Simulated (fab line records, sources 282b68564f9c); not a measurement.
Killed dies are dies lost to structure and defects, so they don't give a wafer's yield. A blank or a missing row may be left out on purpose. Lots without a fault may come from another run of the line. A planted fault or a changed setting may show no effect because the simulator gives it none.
Split-lot experiment | flow rit_cmos | 5 lots, 23 wafers read, on a route of 202 steps

THE SPLIT
At RIT_ACTIVE_EXPOSE_08 (exposes mask M1, target cd 1400 nm), the setting dose_mj was moved away from the recipe's 225 on 11 of the 23 wafers read, by -7.3% to +5.3%. The other wafers ran this setting at the recipe's value.

FROM THE SPLIT TO THE READING: what the file shows between them, 6 steps
- RIT_ACTIVE_PEB_09
- RIT_ACTIVE_DEVELOP_10: develop time 50 s
- RIT_ACTIVE_CD_MEAS_11: target cd 1400 nm
- RIT_ACTIVE_HARDBAKE_12: time 60 s
- RIT_ACTIVE_ETCH_13: etches Si3N4 in SF6, stops on SiO2, time 210 s, target depth 210 nm
- RIT_ACTIVE_STRIP_14: strips in O2, time 180 s (also split here: pressure_mtorr)

THE READING
cd_nm, in nm, at RIT_ACTIVE_CD_MEAS_90 (target cd 1400 nm). Fault-free wafers of this fab line usually give 1400.1 nm, standard deviation 1.8 nm.

wafer  | tool, chamber at the split | dose_mj as run | against the recipe | cd_nm, nm | against lot-mates on the recipe
L074.1 | iline_stepper-01, 0        | 217.4          | -3.4%              | 1411.7    | +12.7
L074.2 | iline_stepper-01, 0        | 225            | recipe             | 1396.8    | -
L074.3 | iline_stepper-01, 0        | 217.4          | -3.4%              | 1410.6    | +11.6
L074.5 | iline_stepper-01, 0        | 217.4          | -3.4%              | 1407.8    | +8.8
L074.6 | iline_stepper-01, 0        | 225            | recipe             | 1401.2    | -
L076.1 | iline_stepper-02, 0        | 234.3          | +4.1%              | 1391.0    | -9.7
L076.2 | iline_stepper-02, 0        | 225            | recipe             | 1398.6    | -
L076.3 | iline_stepper-02, 0        | 225            | recipe             | 1402.8    | -
L076.5 | iline_stepper-02, 0        | 234.3          | +4.1%              | 1388.0    | -12.7
L076.6 | iline_stepper-02, 0        | 234.3          | +4.1%              | 1388.5    | -12.2
L077.2 | iline_stepper-02, 0        | 225            | recipe             | 1400.0    | -
L077.4 | iline_stepper-02, 0        | 225            | recipe             | 1402.1    | -
L077.5 | iline_stepper-02, 0        | 225            | recipe             | 1400.7    | -
L079.2 | iline_stepper-01, 0        | 208.5          | -7.3%              | 1420.9    | +20.5
L079.3 | iline_stepper-01, 0        | 208.5          | -7.3%              | 1418.9    | +18.5
L079.4 | iline_stepper-01, 0        | 225            | recipe             | 1400.4    | -
L079.5 | iline_stepper-01, 0        | 225            | recipe             | 1399.7    | -
L079.6 | iline_stepper-01, 0        | 225            | recipe             | 1401.1    | -
L083.1 | iline_stepper-02, 0        | 236.9          | +5.3%              | 1381.8    | -18.5
L083.2 | iline_stepper-02, 0        | 225            | recipe             | 1400.3    | -
L083.3 | iline_stepper-02, 0        | 236.9          | +5.3%              | 1383.7    | -16.6
L083.4 | iline_stepper-02, 0        | 236.9          | +5.3%              | 1383.1    | -17.2
L083.6 | iline_stepper-02, 0        | 225            | recipe             | 1400.3    | -

THE FIT
A straight line over all 23 wafers: cd_nm changes by -2.89 nm for each +1% of dose_mj; r = -0.99; the points scatter about the line by 1.7 nm.
The same after taking each lot's own level away (the mean of its wafers on the recipe; 23 wafers): -2.95 nm for each +1%; r = -0.99; scatter 1.7 nm.
On that fit, the largest move of dose_mj shifts the reading by 22 nm.
The lots' own levels span 1399.00 to 1400.93 nm, that is 1.1 times the standard deviation above.
So the lot-to-lot level changes the slope little: the two slopes agree.
Check: with one of the wafers moved furthest among these (-7.3%) left out of the fit, the line predicts +21.7 nm for it against its lot-mates. It came out at +20.5 nm against them.

OTHER SPLITS ON THESE WAFERS
These wafers also went through other splits before the reading. Each is held against what the fit with the lots' levels taken away leaves over:
other split on the same wafers     | wafers away from the commonest value | r with cd_nm (lot level and that fit taken away)
RIT_ACTIVE_OXIDATION_01 ox_time_s  | 15                                   | -0.41
RIT_ACTIVE_STRIP_14 pressure_mtorr | 18                                   | -0.25

THE WHOLE CHAIN: every reading that the file lists as answering this split, in the file's order
step                  | what it does                                                        | reading                                                       | change (the file's fit)              | r (the file's)
RIT_ACTIVE_CD_MEAS_11 | target cd 1400 nm                                                   | cd_nm                                                         | -2.87 nm for each +1% of the setting | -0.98
RIT_ACTIVE_ETCH_13    | etches Si3N4 in SF6, stops on SiO2, time 210 s, target depth 210 nm | ACTIVE.cd_nm (the simulator's own value, which no gauge read) | -2.88 nm for each +1% of the setting | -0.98
RIT_ACTIVE_CD_MEAS_90 | target cd 1400 nm                                                   | cd_nm                                                         | -2.9 nm for each +1% of the setting  | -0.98

THE FILE'S OWN FIT
cd_nm changes by -2.9 nm for each +1% of dose_mj, r = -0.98.
